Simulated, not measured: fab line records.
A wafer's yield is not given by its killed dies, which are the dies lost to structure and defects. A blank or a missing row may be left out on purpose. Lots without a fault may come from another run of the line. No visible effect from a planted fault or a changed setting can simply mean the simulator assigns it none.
Comparing a struck lot with a sound one | flow berkeley-cmos170 | 22 out of 331 route steps
Sound: wafers L493.1, L493.4, L493.5. Wafers L501.2, L501.5, L501.6 were the ones struck. At the end, the cause is stated.
Per side, at each step with rows, come the tool, then ch with its chambers, and then its first start. Under that, the readings that differ: sound wafers | struck wafers | difference of the means | sigmas: that difference in standard deviations of wafers without a fault.
alike: readings with means less than 2 such deviations apart, plus words and numbers identical on both sides. not compared: withheld readings, readings lacking a value on some wafer, bounds such as >300 that could conceal the same value, and numbers that have no deviation in the record and whose values overlap.
Wherever a step has rows on one side only, a row that says differs or no value, or a row with sigmas, the two part there. Numbers that have no deviation but don't overlap get no sigmas and don't part them. Lack of a reading on every wafer of one side parts them only where that side has two or more wafers.

UCB170_SILICIDE_RTA_04: time 15 s.
  sound on rtp-anneal-02 ch 0, day 7 04:46; struck on rtp-anneal-02 ch 0, day 8 18:10
  alike: lamp-power-pct, wafer_temp_C_max
then, 3 steps without rows for these wafers: UCB170_SILICIDE_WET_ETCH_05 (etches Ti in SPM, time 45 s); UCB170_CONTACT_CLEAN_00 (cleans in SPM, time 600 s); UCB170_CONTACT_CVD_01 (deposits PSG from SiH4/O2/PH3, target thk 700 nm, time 2820 s).
UCB170_CONTACT_THK_MEAS_02:
  struck on film-metro-03, day 8 20:15; sound on film-metro-04, day 7 08:28
  alike: CONTACT_PSG_THK
then, 3 steps without rows for these wafers: UCB170_CONTACT_HMDS_03 (prime time 60 s); UCB170_CONTACT_COAT_04 (resist thk 900 nm); UCB170_CONTACT_SOFTBAKE_05 (time 60 s).
UCB170_CONTACT_STRIP_06: strips in O2.
  sound on plasma-asher-02 ch 0,1, day 7 08:58; struck on plasma-asher-04 ch 0,1, day 8 20:45
  alike: drypump-motor-current-A, oes-product-au, strip-time-to-endpoint-s
  not compared: rf-hours-counter-h
then, 1 step without rows for these wafers: UCB170_CONTACT_CLEAN_07 (cleans in SPM, time 600 s).
UCB170_CONTACT_RTA_08: time 10 s.
  sound on rtp-anneal-01 ch 0, day 7 09:15; struck on rtp-anneal-01 ch 0, day 8 21:02
  alike: lamp-power-pct, wafer_temp_C_max
following that, these wafers have no rows for 1 step: UCB170_CONTACT_COAT_09.
UCB170_CONTACT_COAT_10: resist thk 900 nm.
  sound on litho-track-03 ch 0, day 7 09:00; struck on litho-track-03 ch 0, day 8 21:00
  reading                                  | sound           | struck            | difference | sigmas
  model.KrF_of_CONTACT_COAT_10.thk-nm (nm) | 899 897.6 896.8 | 875.9 877.5 876.3 | -21.2      |
then, 4 steps without rows for these wafers: UCB170_CONTACT_SOFTBAKE_11 (time 60 s); UCB170_CONTACT_EXPOSE_12 (exposes mask CONT, target cd 700 nm); UCB170_CONTACT_PEB_13; UCB170_CONTACT_DEVELOP_14 (develop time 45 s).
UCB170_CONTACT_CD_MEAS_15: the cd target is 700 nm.
  struck on cd-sem-01, day 8 22:05; sound on cd-sem-01, day 7 10:37
  alike: cd-nm
UCB170_CONTACT_OVL_MEAS_16:
  struck on overlay-02, day 8 22:11; sound on overlay-01, day 7 10:44
  alike: CONTACT_OVL
UCB170_CONTACT_ETCH_17: etches BARC in N2/H2.
  sound on rie-diel-02 ch 0,1,3, day 7 10:46; struck on rie-diel-04 ch 0,3, day 8 22:13
  alike: drypump-motor-current-A, oes-product-au, throttle-valve-pct
UCB170_CONTACT_ETCH_18: etches PSG in CHF3/CF4/Ar, stops on TiSi2, target depth 840 nm, time 195 s.
  sound: rie-diel-02 ch 0,1,3; struck: rie-diel-04 ch 0,3
  reading                                  | sound             | struck          | difference | sigmas
  model.KrF_of_CONTACT_COAT_10.thk-nm (nm) | 686.5 686.2 687.6 | 667.1 669 665.1 | -19.7      |
  alike: drypump-motor-current-A, oes-product-au, throttle-valve-pct
  not compared: rf-hours-counter-h
UCB170_CONTACT_STRIP_19: strips in O2.
  sound on plasma-asher-04 ch 0, day 7 10:56; struck on plasma-asher-01 ch 0,1, day 8 22:23
  alike: drypump-motor-current-A, oes-product-au
  not compared: rf-hours-counter-h

== WHERE THEY PART ==
Nowhere in this record.

WHY: the cause the simulator had injected
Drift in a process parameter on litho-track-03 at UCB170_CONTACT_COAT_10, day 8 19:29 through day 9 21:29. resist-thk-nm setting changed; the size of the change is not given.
